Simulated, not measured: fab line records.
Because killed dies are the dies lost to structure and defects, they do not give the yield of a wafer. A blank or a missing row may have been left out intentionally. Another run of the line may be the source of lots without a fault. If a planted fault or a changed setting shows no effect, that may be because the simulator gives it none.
fab line records | flow rit-cmos
record lots=13 | wafers=39 | last-day=7
route steps=202 shown SPACER@128 M1@202
lots that met no fault: taken from a fault-free run of the same line
start-h: the number of hours between the record's first day and the start of the first shown wafer of the lot | wait-h: hours elapsed since this lot's preceding step | " repeats the value in the row above | L1.1+2: one row covering several wafers at once | - value missing, or start not given | * or withheld: withheld | < > ~ a bound
route shown NAME@n: names a module that has steps shown in the file, with the first one's number in the route | usual: average and standard deviation across the fault-free wafers | same: alike in all rows | chamber/n: place in a boat | sites: the reading at each site | _std_site: standard deviation of those values | _edge_site: inner sites' mean taken away from outer sites' mean | radius-mm: how far each site lies from the wafer's centre | mask NAME#n: copy n | behind: the last tool/chamber to shape the wafer | hold: what put the lot on hold/how long, in hours/how the hold closed | device: transistor that didn't switch, given as n, p or np | end of line: tests of these same wafers at the route's end | where a step has no rows: the recipe by itself | killed: dies lost to structure and defects at the first sort, not the wafer's yield | map: dies across one wafer; x = killed, . = not, _ = none there
set.NAME: setting as actually run; set.NAME@STEP: the setting as run at that earlier step | model.NAME: the simulator's own value behind a step, which no gauge read
route steps across a sampled set of lots; one table per step, one row per wafer
## steps
# step RIT_SPACER_CVD_03
# recipe material=Si3N4 | target-thk-nm=250 | temp-c=810 | precursor=SiH2Cl2/NH3 | time-s=3300 | pressure-mtorr=289.8 | sih2cl2-flow-sccm=60 | nh3-flow-sccm=150
# usual sih2cl2-flow-sccm=59.98/0.2
lot.wafer | tool     | chamber | start-h | wait-h | sih2cl2-flow-sccm
L641.1    | lpcvd-02 | 1       | 47.69   | 0.0    | 59.81
L641.4    | "        | 1       | "       | "      | 59.86
L641.6    | "        | 1       | "       | "      | 59.87
L642.1    | lpcvd-02 | 0       | 50.36   | 0.0    | 59.89
L642.3    | "        | 0       | "       | "      | 60.10
L642.4    | "        | 0       | "       | "      | 59.91
L643.2    | lpcvd-02 | 0       | 55.25   | 0.0    | 59.91
L643.4    | "        | 0       | "       | "      | 59.91
L643.6    | "        | 0       | "       | "      | 59.58
L644.3    | lpcvd-02 | 1       | 63.19   | 0.0    | 60.28
L644.4    | "        | 1       | "       | "      | 59.72
L644.5    | "        | 1       | "       | "      | 59.97
L646.1    | lpcvd-02 | 0       | 76.09   | 0.0    | 60.17
L646.2    | "        | 0       | "       | "      | 59.87
L646.5    | "        | 0       | "       | "      | 60.14
L647.1    | lpcvd-02 | 0       | 78.23   | 0.0    | 60.34
L647.2    | "        | 0       | "       | "      | 60.32
L647.6    | "        | 0       | "       | "      | 60.43
L648.3    | lpcvd-01 | 0       | 80.88   | 0.0    | 59.84
L648.4    | "        | 0       | "       | "      | 59.63
L648.6    | "        | 0       | "       | "      | 59.81
L649.2    | lpcvd-02 | 1       | 86.27   | 0.0    | 60.14
L649.3    | "        | 1       | "       | "      | 59.81
L649.6    | "        | 1       | "       | "      | 60.19
L650.3    | lpcvd-02 | 0       | 93.92   | 0.0    | 60.16
L650.4    | "        | 0       | "       | "      | 60.16
L650.6    | "        | 0       | "       | "      | 60.32
L651.1    | lpcvd-01 | 1       | 98.97   | 0.0    | 59.81
L651.2    | "        | 1       | "       | "      | 59.78
L651.6    | "        | 1       | "       | "      | 59.70
L657.3    | lpcvd-01 | 1       | 124.67  | 0.0    | 59.73
L657.4    | "        | 1       | "       | "      | 59.90
L657.5    | "        | 1       | "       | "      | 60.05
L662.2    | lpcvd-02 | 0       | 150.87  | 0.0    | 60.04
L662.3    | "        | 0       | "       | "      | 59.99
L662.4    | "        | 0       | "       | "      | 60.20
L663.2    | lpcvd-02 | 1       | 156.36  | 0.0    | 60.24
L663.4    | "        | 1       | "       | "      | 60.14
L663.5    | "        | 1       | "       | "      | 60.11
# step RIT_M1_PROBE_99
# usual killed-at-contacts=0.0/0.2 | killed-at-front-end=6.6/2.9 | killed-dies=6.6/3 | killed-open=3.4/2 | killed-short=3.2/2
# same gross-dies=264 | killed_at_M0_to_M3=0 | killed_at_M4_up=0 | killed-at-back-side=0 | killed-at-other=0
lot.wafer | tool      | chamber | start-h | wait-h | hold                     | killed-at-contacts | killed-at-front-end | killed-dies | killed-open | killed-short
L641.1    | prober-01 | -       | 60.81   | 0.1    | -                        | 0                  | 4                   | 4           | 1           | 3
L641.4    | prober-01 | -       | 60.96   | 0.2    | -                        | 0                  | 7                   | 7           | 4           | 3
L641.6    | prober-01 | -       | 61.06   | 0.2    | -                        | 0                  | 7                   | 7           | 2           | 5
L642.1    | prober-02 | -       | 63.57   | 0.1    | -                        | 0                  | 9                   | 9           | 8           | 1
L642.3    | prober-02 | -       | 63.67   | 0.2    | -                        | 0                  | 8                   | 8           | 3           | 5
L642.4    | prober-02 | -       | 63.72   | 0.2    | -                        | 1                  | 11                  | 12          | 7           | 5
L643.2    | prober-01 | -       | 68.90   | 0.1    | -                        | 0                  | 14                  | 14          | 7           | 7
L643.4    | prober-01 | -       | 69.00   | 0.2    | -                        | 0                  | 7                   | 7           | 4           | 3
L643.6    | prober-01 | -       | 69.10   | 0.2    | -                        | 0                  | 10                  | 10          | 7           | 3
L644.3    | prober-01 | -       | 76.65   | 0.2    | -                        | 0                  | 8                   | 8           | 2           | 6
L644.4    | prober-01 | -       | 76.70   | 0.2    | -                        | 0                  | 5                   | 5           | 1           | 4
L644.5    | prober-01 | -       | 76.75   | 0.2    | -                        | 0                  | 11                  | 11          | 7           | 4
L646.1    | prober-01 | -       | 89.29   | 0.1    | -                        | 0                  | 13                  | 13          | 7           | 6
L646.2    | prober-01 | -       | 89.34   | 0.1    | -                        | 0                  | 4                   | 4           | 3           | 1
L646.5    | prober-01 | -       | 89.49   | 0.2    | -                        | 0                  | 7                   | 7           | 2           | 5
L647.1    | prober-02 | -       | 91.06   | 0.1    | -                        | 1                  | 6                   | 7           | 2           | 5
L647.2    | prober-02 | -       | 91.11   | 0.1    | -                        | 0                  | 4                   | 4           | 1           | 3
L647.6    | prober-02 | -       | 91.31   | 0.2    | -                        | 0                  | 5                   | 5           | 3           | 2
L648.3    | prober-01 | -       | 94.14   | 0.2    | -                        | 0                  | 4                   | 4           | 4           | 0
L648.4    | prober-01 | -       | 94.19   | 0.2    | -                        | 0                  | 4                   | 4           | 2           | 2
L648.6    | prober-01 | -       | 94.29   | 0.2    | -                        | 0                  | 8                   | 8           | 3           | 5
L649.2    | prober-02 | -       | 99.50   | 0.1    | -                        | 0                  | 6                   | 6           | 4           | 2
L649.3    | prober-02 | -       | 99.55   | 0.2    | -                        | 0                  | 5                   | 5           | 3           | 2
L649.6    | prober-02 | -       | 99.70   | 0.2    | -                        | 0                  | 8                   | 8           | 3           | 5
L650.3    | prober-01 | -       | 107.05  | 0.2    | -                        | 0                  | 10                  | 10          | 6           | 4
L650.4    | prober-01 | -       | 107.10  | 0.2    | -                        | 0                  | 6                   | 6           | 3           | 3
L650.6    | prober-01 | -       | 107.20  | 0.2    | -                        | 0                  | 3                   | 3           | 2           | 1
L651.1    | prober-02 | -       | 112.28  | 0.1    | -                        | 0                  | 8                   | 8           | 5           | 3
L651.2    | prober-02 | -       | 112.33  | 0.1    | -                        | 0                  | 2                   | 2           | 1           | 1
L651.6    | prober-02 | -       | 112.53  | 0.2    | -                        | 0                  | 6                   | 6           | 6           | 0
L657.3    | prober-02 | -       | 137.80  | 0.2    | await-dispo/1.3h/release | 0                  | 29                  | 29          | 3           | 2
L657.4    | prober-02 | -       | 137.85  | 0.2    | await-dispo/1.3h/release | 0                  | 33                  | 33          | 1           | 3
L657.5    | prober-02 | -       | 137.90  | 0.2    | await-dispo/1.3h/release | 0                  | 33                  | 33          | 0           | 2
L662.2    | prober-01 | -       | 164.54  | 0.1    | -                        | 0                  | 7                   | 7           | 3           | 4
L662.3    | prober-01 | -       | 164.59  | 0.2    | -                        | 0                  | 8                   | 8           | 6           | 2
L662.4    | prober-01 | -       | 164.64  | 0.2    | -                        | 0                  | 6                   | 6           | 4           | 2
L663.2    | prober-02 | -       | 169.36  | 0.1    | -                        | 0                  | 10                  | 10          | 8           | 2
L663.4    | prober-02 | -       | 169.46  | 0.2    | -                        | 0                  | 13                  | 13          | 4           | 9
L663.5    | prober-02 | -       | 169.51  | 0.2    | -                        | 0                  | 7                   | 7           | 5           | 2
# killed by level:class
L641.1 FOX1:geometric-particle:short=1 GATE:geometric-particle:short=1 REOX:geometric-particle:short=1 SILICIDE:geometric-particle:open=1
L641.4 FOX1:geometric-particle:open=2 FOX2:geometric-particle:open=1 FOX2:geometric-particle:short=1 REOX:geometric-particle:short=1 SPACER:geometric-particle:open=1 SILICIDE:geometric-particle:short=1
L641.6 GATE:geometric-particle:short=2 FOX1:geometric-particle:short=1 FOX2:geometric-particle:open=1 GATE:geometric-particle:open=1 REOX:geometric-particle:short=1 SPACER:geometric-particle:short=1
L642.1 GATE:geometric-particle:open=3 SPACER:geometric-particle:open=3 FOX2:geometric-particle:open=1 GATE:geometric-particle:short=1 REOX:geometric-particle:open=1
L642.3 GATE:geometric-particle:short=3 GATE:geometric-particle:open=2 ACTIVE:geometric-particle:short=1 FOX1:geometric-particle:short=1 FOX2:geometric-particle:open=1
L642.4 REOX:geometric-particle:open=3 FOX1:geometric-particle:short=2 FOX2:geometric-particle:open=1 FOX2:geometric-particle:short=1 GATE:geometric-particle:short=1 GATE:geometric-particle:open=1 SPACER:geometric-particle:open=1 SILICIDE:geometric-particle:open=1
L643.2 GATE:geometric-particle:open=5 GATE:geometric-particle:short=5 ACTIVE:geometric-particle:open=1 REOX:geometric-particle:short=1 SPACER:geometric-particle:open=1 SPACER:geometric-particle:short=1
L643.4 GATE:geometric-particle:open=2 GATE:geometric-particle:short=1 REOX:geometric-particle:open=1 SPACER:geometric-particle:short=1 SPACER:geometric-particle:open=1 SILICIDE:geometric-particle:short=1
L643.6 REOX:geometric-particle:open=3 FOX1:geometric-particle:open=2 GATE:geometric-particle:open=2 GATE:geometric-particle:short=2 FOX1:geometric-particle:short=1
L644.3 GATE:geometric-particle:short=2 FOX1:geometric-particle:short=1 FOX2:geometric-particle:short=1 GATE:geometric-particle:open=1 SPACER:geometric-particle:open=1 SPACER:geometric-particle:short=1 SILICIDE:geometric-particle:short=1
L644.4 GATE:geometric-particle:short=2 FOX1:geometric-particle:open=1 REOX:geometric-particle:short=1 SPACER:geometric-particle:short=1
L644.5 GATE:geometric-particle:open=3 FOX1:geometric-particle:open=2 REOX:geometric-particle:open=2 FOX1:geometric-particle:short=1 FOX2:geometric-particle:short=1 GATE:geometric-particle:short=1 REOX:geometric-particle:short=1
L646.1 GATE:geometric-particle:open=4 GATE:geometric-particle:short=3 FOX1:geometric-particle:open=2 FOX1:geometric-particle:short=2 REOX:geometric-particle:short=1 SILICIDE:geometric-particle:open=1
L646.2 GATE:geometric-particle:open=2 FOX1:geometric-particle:open=1 GATE:geometric-particle:short=1
L646.5 GATE:geometric-particle:short=2 SPACER:geometric-particle:open=2 FOX1:geometric-particle:short=1 FOX2:geometric-particle:short=1 SILICIDE:geometric-particle:short=1
L647.1 GATE:geometric-particle:short=3 GATE:geometric-particle:open=1 SPACER:geometric-particle:short=1 SILICIDE:geometric-particle:short=1 CONTACT:geometric-particle:open=1
L647.2 GATE:geometric-particle:short=2 FOX1:geometric-particle:short=1 GATE:geometric-particle:open=1
L647.6 FOX1:geometric-particle:open=1 GATE:geometric-particle:open=1 GATE:geometric-particle:short=1 SILICIDE:geometric-particle:short=1 SILICIDE:geometric-particle:open=1
L648.3 REOX:geometric-particle:open=2 GATE:geometric-particle:open=1 SILICIDE:geometric-particle:open=1
L648.4 SILICIDE:geometric-particle:open=2 GATE:geometric-particle:short=1 SILICIDE:geometric-particle:short=1
L648.6 GATE:geometric-particle:short=4 FOX1:geometric-particle:open=2 SPACER:geometric-particle:open=1 SPACER:geometric-particle:short=1
L649.2 GATE:geometric-particle:open=2 FOX2:geometric-particle:open=1 GATE:geometric-particle:short=1 SPACER:geometric-particle:open=1 SILICIDE:geometric-particle:short=1
L649.3 GATE:geometric-particle:open=3 GATE:geometric-particle:short=1 REOX:geometric-particle:short=1
L649.6 FOX1:geometric-particle:short=2 FOX2:geometric-particle:open=1 FOX2:geometric-particle:short=1 GATE:geometric-particle:short=1 GATE:geometric-particle:open=1 SILICIDE:geometric-particle:open=1 SILICIDE:geometric-particle:short=1
L650.3 GATE:geometric-particle:open=4 GATE:geometric-particle:short=3 REOX:geometric-particle:open=1 SPACER:geometric-particle:open=1 SILICIDE:geometric-particle:short=1
L650.4 GATE:geometric-particle:open=2 GATE:geometric-particle:short=2 REOX:geometric-particle:open=1 SILICIDE:geometric-particle:short=1
L650.6 FOX2:geometric-particle:open=2 SILICIDE:geometric-particle:short=1
L651.1 SPACER:geometric-particle:open=2 FOX2:geometric-particle:open=1 FOX2:geometric-particle:short=1 GATE:geometric-particle:short=1 GATE:geometric-particle:open=1 REOX:geometric-particle:open=1 SPACER:geometric-particle:short=1
L651.2 FOX2:geometric-particle:short=1 GATE:geometric-particle:open=1
L651.6 GATE:geometric-particle:open=4 SPACER:geometric-particle:open=1 SILICIDE:geometric-particle:open=1
L657.3 SPACER:unspecified=24 SPACER:geometric-particle:open=3 FOX1:geometric-particle:short=1 GATE:geometric-particle:short=1
L657.4 SPACER:unspecified=29 GATE:geometric-particle:short=2 GATE:geometric-particle:open=1 SILICIDE:geometric-particle:short=1
L657.5 SPACER:unspecified=31 GATE:geometric-particle:short=1 SPACER:geometric-particle:short=1
L662.2 GATE:geometric-particle:short=3 GATE:geometric-particle:open=2 FOX1:geometric-particle:open=1 REOX:geometric-particle:short=1
L662.3 FOX1:geometric-particle:open=2 GATE:geometric-particle:short=2 GATE:geometric-particle:open=2 REOX:geometric-particle:open=2
L662.4 REOX:geometric-particle:short=2 SPACER:geometric-particle:open=2 FOX1:geometric-particle:open=1 GATE:geometric-particle:open=1
L663.2 GATE:geometric-particle:open=4 SILICIDE:geometric-particle:open=4 FOX2:geometric-particle:short=1 GATE:geometric-particle:short=1
L663.4 GATE:geometric-particle:short=4 GATE:geometric-particle:open=3 SILICIDE:geometric-particle:short=2 FOX1:geometric-particle:short=1 FOX2:geometric-particle:short=1 SPACER:geometric-particle:short=1 SILICIDE:geometric-particle:open=1
L663.5 GATE:geometric-particle:open=4 SILICIDE:geometric-particle:short=2 SPACER:geometric-particle:open=1
## key
first-sign step=RIT_M1_PROBE_99 | reading=killed-at-front-end | direction=up | sigmas=8.5 | usual=6.6 | struck=31.7
effect step=RIT_M1_PROBE_99 | reading=killed-dies | direction=up | sigmas=8.4 | usual=6.6 | struck=31.7
met-at RIT_SPACER_CVD_03
struck-lots L657
struck-wafers L657.3,L657.4,L657.5
tester-left-out L657
onset-between 98.97 124.67
fault kind=chamber-particle-source | tool=lpcvd-01 | chamber=1 | onset-h=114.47 | steps=RIT_SPACER_CVD_03 | rate-per-visit-cm2=0.58514 | end-h=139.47
# tester-left-out: of these lots the tester's yield and bins aren't shown, on N5 and GAA mostly nor the transistor test; their killed dies are dies lost to structure and defects alone, not to doping, threshold or leakage, so they don't give the yield
